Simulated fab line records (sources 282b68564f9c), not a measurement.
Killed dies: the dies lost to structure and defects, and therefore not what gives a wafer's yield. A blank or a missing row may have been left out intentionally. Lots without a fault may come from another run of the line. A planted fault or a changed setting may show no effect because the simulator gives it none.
Problem report, 8D (eight disciplines) form, completed by code	flow rit-cmos	the parts of the form that need people (team, actions taken, sign-off) are left out

## 1. THE PROBLEM
Wafers without a fault read 2601.8 nm, standard deviation 2.6; cd-nm at RIT_M1_CD_MEAS_90 reads a mean of 2616.2 nm on 6 wafers belonging to 2 lots. Relative to the usual mean, that is a shift of +5.6 standard deviations.
The step: target cd 2600 nm.
First observed at day 6 20:09: wafer L286.3, on cd-sem-02. Wafers with a number at this step in the record: 42, from 14 lots. Rule for "out", or "out of limits": more than 4 standard deviations from the usual mean. The rest of the wafers with a number are treated as sound.

## 2. WHAT IT IS; WHAT IT IS NOT
question	is	is not
which readings at this step	cd-nm	-
which lots	L286, L288	L270, L271, L272, L274, L275, L276, L277, L278, L280, L289, L290, L292
which wafers of those lots	all that have a number	-
read on which gauges	cd-sem-02	cd-sem-01
when	from day 6 20:09	up to then (27 sound wafers); but 9 sound wafers of L289, L290, L292 came after

## 3. WHAT RULES OUT EACH SUSPECT
Counting: a tool at a process step up to the reading stays a suspect if it ran every lot that is out and no sound lot after the first of them.
- the gauge at RIT_M1_CD_MEAS_90: ruled out. All the wafers that are out were read on cd-sem-02, but those of them that RIT_M1_METAL_ETCH_12 has rows for are out there too, on other tools.
- rie-metal-03 at RIT_M1_METAL_ETCH_12 (etches Al in Cl2/BCl3, stops on SiO2, time 165 s, target depth 600 nm): kept. It processed each lot that is out, first L286 at day 6 19:38, and no sound lot thereafter; up to then, the last sound lot it processed was L280 at day 5 17:59. Its own readings are out on those wafers: oes-product-au, run-length-s.
The count leaves rie-metal-03 at RIT_M1_METAL_ETCH_12.

## 4. THE CAUSE (what the simulator had put in)
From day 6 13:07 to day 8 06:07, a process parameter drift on rie-metal-03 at RIT_M1_METAL_ETCH_12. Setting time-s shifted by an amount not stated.
The count eliminated every tool but this one.

## 5. THE EFFECT CHAIN, in route order
One row per reading whose mean, taken over the struck wafers that have a number, lies over 3 standard deviations from the usual. Only readings whose record carries a usual standard deviation are examined. hours: median over the lots of the time between each lot's start at the first step of this table that gives one and its start at this step. sigmas: the change, counted in usual standard deviations.
hours	step	reading	usual	on struck wafers	change	sigmas
0	RIT_M1_METAL_ETCH_12	oes-product-au	0.780 a.u.	0.995	+0.215	+17
0	RIT_M1_METAL_ETCH_12	run-length-s	193.5 s	94.2	-99.3	-99 or more
1	RIT_M1_CD_MEAS_90	cd-nm	2601.8 nm	2616.2	+14.4	+5.6
2	RIT_M1_PROBE_99	defect-limited-yield	97.3 %	0.0	-97.3	-88
2	RIT_M1_PROBE_99	killed_at_M0_to_M3	0.0	258.0	+258.0	+99 or more
2	RIT_M1_PROBE_99	killed-dies	7.1	264.0	+256.9	+86
2	RIT_M1_PROBE_99	killed-on-rim	2.0	70.0	+68.0	+49
2	RIT_M1_PROBE_99	sort_bin_5_function	1.6 %	98.8	+97.2	+99 or more
2	RIT_M1_PROBE_99	sort-n-pass	256.9	0.0	-256.9	-86
2	RIT_M1_PROBE_99	sort-yield-pct	97.3 %	0.0	-97.3	-88
Its process steps:
- RIT_M1_METAL_ETCH_12: etches Al in Cl2/BCl3, stops on SiO2, time 165 s, target depth 600 nm.
- RIT_M1_PROBE_99
Readings that are blank on the struck wafers while sound wafers have them: rf-fwd-power-W at RIT_M1_METAL_ETCH_12.

## 6. WHAT WOULD HAVE CAUGHT IT SOONER
The first out-of-limits reading at a measuring or inspecting step in this record came at day 6 20:09, 7 hours after the fault's start at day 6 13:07.
At RIT_M1_METAL_ETCH_12, the tool's own readings (oes-product-au, run-length-s) were out on each struck wafer the step has a row for, so an alarm limit on them would have fired on the first such wafer.
Among the 2 lots that are out, L288 began RIT_M1_METAL_ETCH_12 on rie-metal-03 after day 6 20:09. A tool hold placed at that time would have kept it from harm.
